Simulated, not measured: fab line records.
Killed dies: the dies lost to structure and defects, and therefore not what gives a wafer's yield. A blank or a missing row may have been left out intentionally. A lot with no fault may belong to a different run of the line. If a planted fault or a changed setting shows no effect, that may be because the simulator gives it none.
Which of the tools did it?	flow berkeley cmos170	21 wafers from 7 lots sampled at 2 of the route's 331 steps

WHAT THE GAUGES READ, wafer by wafer
UCB170_SPACER_THK_MEAS_01.
lot	measured	on	SPACER_TEOS_THK (nm)
L873	day 8 02:05	film metro-01	376 379 387
L875	day 8 10:29	film metro-01	376 378 385
L878	day 9 11:49	film metro-01	375 381 380
L880	day 9 22:40	film metro-03	370 368 377
L888	day 12 00:44	film metro-03	414 410 416
L892	day 12 11:29	film metro-03	371 375 382
L894	day 13 03:56	film metro-01	378 372 384

EACH LOT AND THE TOOL THAT RAN IT (in order: tool; ch and the chambers of the sampled wafers; start)
lot	UCB170_SPACER_CVD_00
L873	pecvd-04 ch 0,1,2, day 8 02:02
L875	pecvd-02 ch 1,2, day 8 10:26
L878	pecvd-04 ch 0,1,2, day 9 11:46
L880	pecvd-03 ch 0,2, day 9 22:38
L888	pecvd-04 ch 1,2, day 12 00:41
L892	pecvd-03 ch 0,1, day 12 11:26
L894	pecvd-03 ch 0,1, day 13 03:53
- UCB170_SPACER_CVD_00: deposits SiO2 from TEOS/O2, target thk 376 nm, time 47 s.

THE ANSWER, worked out from the rows above alone
Rule: the usual values come from the lots themselves. Put in order of their means at a reading, lots are off if they are a third of the lots or fewer, leave a main group of 4 or more, and stand apart from it by a gap of 3 or more times the standard deviation of the main group's means; of several such gaps the widest counts. Not used: any main group whose means are identical at the precision the tables above print for the reading. A lot without any number at a reading at which 4 lots or more have one is off too. Any other lot the step has rows for is counted as sound.
Off: L888, at UCB170_SPACER_THK_MEAS_01 (SPACER_TEOS_THK). The main group: mean 377 nm, standard deviation 3.
If a tool, at a process step before that reading, ran all the lots that are off and no sound lot after the first of them, it fits. The gauges at UCB170_SPACER_THK_MEAS_01 are tried like those tools. One fits: pecvd-04 at UCB170_SPACER_CVD_00. Its last sound lot is L878 (day 9 11:46), its first lot that is off L888 (day 12 00:41): a fault that began between those two fits.

WHAT WAS PUT IN BY THE SIMULATOR
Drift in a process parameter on pecvd-04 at UCB170_SPACER_CVD_00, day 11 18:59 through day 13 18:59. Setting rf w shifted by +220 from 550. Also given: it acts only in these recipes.
Struck lots among those shown: L888. This agrees with what the rule above found.
